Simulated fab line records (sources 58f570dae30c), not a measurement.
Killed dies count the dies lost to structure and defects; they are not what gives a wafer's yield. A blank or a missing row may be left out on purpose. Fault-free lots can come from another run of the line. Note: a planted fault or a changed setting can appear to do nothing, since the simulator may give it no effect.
Check of tool commonality + flow berkeley cmos170 + Sample size 14 lots and 42 wafers

== THE REASON FOR OPENING IT ==
Flagged at UCB170_M1_CD_MEAS_90: reading cd nm, on 3 of 14 lots. Wafers without a fault read 700 nm, standard deviation 3.
Rule: a lot is flagged when every wafer of it that has a number lies more than 4 standard deviations from that mean, or none has a number. As for the other lots, they are considered sound.

| lot  | measured     | on        | cd nm (nm), wafer by wafer | flag    |
|------|--------------|-----------|----------------------------|---------|
| L323 | day 7 23:24  | cd sem-01 | 700 701 699                |         |
| L325 | day 8 10:49  | cd sem-01 | 701 700 705                |         |
| L324 | day 8 11:04  | cd sem-02 | 702 701 702                |         |
| L328 | day 9 02:36  | cd sem-02 | 701 704 699                |         |
| L326 | day 9 04:31  | cd sem-02 | 703 702 704                |         |
| L331 | day 10 04:22 | cd sem-02 | 699 701 698                |         |
| L333 | day 10 05:47 | cd sem-02 | 702 696 702                |         |
| L332 | day 10 06:18 | cd sem-01 | 703 704 702                |         |
| L329 | day 10 06:37 | cd sem-02 | 680 676 676                | FLAGGED |
| L330 | day 10 06:58 | cd sem-02 | 677 680 679                | FLAGGED |
| L338 | day 11 07:38 | cd sem-02 | 680 684 679                | FLAGGED |
| L337 | day 11 09:22 | cd sem-01 | 705 704 699                |         |
| L341 | day 11 20:44 | cd sem-02 | 700 705 702                |         |
| L346 | day 12 20:53 | cd sem-02 | 696 695 697                |         |
The mean of the flagged lots' numbers is 679 nm, -21 nm from the usual (-7 standard deviations).

== WHICH TOOL RAN EACH LOT ==
The record holds 3 process steps before the reading, out of a route of 331 steps. Each cell gives the tool, then ch followed by the chambers the sampled wafers passed through, then the start.
| lot  | flag    | UCB170_NVT_STRIP_08                  | UCB170_M1_METAL_ETCH_12           | UCB170_M1_STRIP_13                   |
|------|---------|--------------------------------------|-----------------------------------|--------------------------------------|
| L323 |         | plasma asher-02 ch 0,1, day 6 05:30  | rie metal-04 ch 1, day 7 23:05    | plasma asher-03 ch 0,1, day 7 23:17  |
| L325 |         | plasma asher-02 ch 0,1, day 6 16:09  | rie metal-04 ch 0,1, day 8 10:35  | plasma asher-02 ch 0,1, day 8 10:43  |
| L324 |         | plasma asher-02 ch 0,1, day 6 12:42  | rie metal-01 ch 1, day 8 10:49    | plasma asher-01 ch 0,1, day 8 10:58  |
| L328 |         | plasma asher-03 ch 0,1, day 7 09:26  | rie metal-01 ch 0,1, day 9 02:21  | plasma asher-03 ch 0,1, day 9 02:29  |
| L326 |         | plasma asher-02 ch 0,1, day 7 09:10  | rie metal-04 ch 0,1, day 9 04:16  | plasma asher-02 ch 0, day 9 04:24    |
| L331 |         | plasma asher-04 ch 0,1, day 7 23:16  | rie metal-01 ch 0,1, day 10 04:08 | plasma asher-03 ch 0,1, day 10 04:16 |
| L333 |         | plasma asher-04 ch 0,1, day 8 12:04  | rie metal-04 ch 0,1, day 10 05:32 | plasma asher-03 ch 0,1, day 10 05:40 |
| L332 |         | plasma asher-03 ch 0, day 8 05:16    | rie metal-03 ch 1, day 10 06:04   | plasma asher-02 ch 0,1, day 10 06:12 |
| L329 | FLAGGED | plasma asher-04 ch 0,1, day 8 00:07  | rie metal-01 ch 0,1, day 10 06:23 | plasma asher-02 ch 0,1, day 10 06:31 |
| L330 | FLAGGED | plasma asher-02 ch 0,1, day 7 23:49  | rie metal-01 ch 0,1, day 10 06:44 | plasma asher-02 ch 0,1, day 10 06:52 |
| L338 | FLAGGED | plasma asher-03 ch 0,1, day 9 11:30  | rie metal-01 ch 0,1, day 11 07:23 | plasma asher-01 ch 0,1, day 11 07:31 |
| L337 |         | plasma asher-02 ch 0,1, day 9 11:44  | rie metal-04 ch 0,1, day 11 09:08 | plasma asher-02 ch 0,1, day 11 09:15 |
| L341 |         | plasma asher-03 ch 0,1, day 10 02:58 | rie metal-03 ch 0,1, day 11 20:30 | plasma asher-03 ch 0,1, day 11 20:38 |
| L346 |         | plasma asher-03 ch 0,1, day 11 03:16 | rie metal-03 ch 0, day 12 20:38   | plasma asher-02 ch 0,1, day 12 20:47 |
What these steps do:
- UCB170_NVT_STRIP_08: strips in O2.
- UCB170_M1_METAL_ETCH_12: etches Al in Cl2/BCl3, stops on PSG, target depth 780 nm, time 130 s.
- UCB170_M1_STRIP_13: strips in O2.
- UCB170_M1_CD_MEAS_90: target cd 700 nm.

== FLAGGED OVER TOTAL, TOOL BY TOOL (the gauges that took the reading come last) ==
| step                    | tool            | lots run | flagged | share of the flagged lots | sound lots run after its first flagged lot |
|-------------------------|-----------------|----------|---------|---------------------------|--------------------------------------------|
| UCB170_NVT_STRIP_08     | plasma asher-02 | 6        | 1       | some                      | 1 (L337)                                   |
| UCB170_NVT_STRIP_08     | plasma asher-03 | 5        | 1       | some                      | 2 (L341,L346)                              |
| UCB170_NVT_STRIP_08     | plasma asher-04 | 3        | 1       | some                      | 1 (L333)                                   |
| UCB170_M1_METAL_ETCH_12 | rie metal-01    | 6        | 3       | all                       | 0                                          |
| UCB170_M1_METAL_ETCH_12 | rie metal-03    | 3        | 0       | none                      | -                                          |
| UCB170_M1_METAL_ETCH_12 | rie metal-04    | 5        | 0       | none                      | -                                          |
| UCB170_M1_STRIP_13      | plasma asher-01 | 2        | 1       | some                      | 0                                          |
| UCB170_M1_STRIP_13      | plasma asher-02 | 7        | 2       | some                      | 2 (L337,L346)                              |
| UCB170_M1_STRIP_13      | plasma asher-03 | 5        | 0       | none                      | -                                          |
| UCB170_M1_CD_MEAS_90    | cd sem-01       | 4        | 0       | none                      | -                                          |
| UCB170_M1_CD_MEAS_90    | cd sem-02       | 10       | 3       | all                       | 2 (L341,L346)                              |

== WHAT THE TABLE PERMITS ==
Table rows that saw every flagged lot: 2, namely rie metal-01 at UCB170_M1_METAL_ETCH_12 and cd sem-02 at UCB170_M1_CD_MEAS_90.
- rie metal-01 at UCB170_M1_METAL_ETCH_12 ran 6 lots, 3 of them flagged. It ran its last sound lot, L331, at day 10 04:08 and its first flagged lot, L329, at day 10 06:23: a fault with its onset between the two fits.
- cd sem-02 at UCB170_M1_CD_MEAS_90 ran 10 lots, 3 of them flagged. After the first flagged lot (L341, L346), sound lots still ran on it; a lasting fault on the whole tool would not permit that.
Just one tool remains: rie metal-01 at UCB170_M1_METAL_ETCH_12.

== WHAT HAD BEEN PUT IN BY THE SIMULATOR ==
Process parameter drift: rie metal-01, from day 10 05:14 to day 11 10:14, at UCB170_M1_METAL_ETCH_12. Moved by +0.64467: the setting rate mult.
Lots struck among those shown: L329, L330, L338. The rule above reached the same finding.
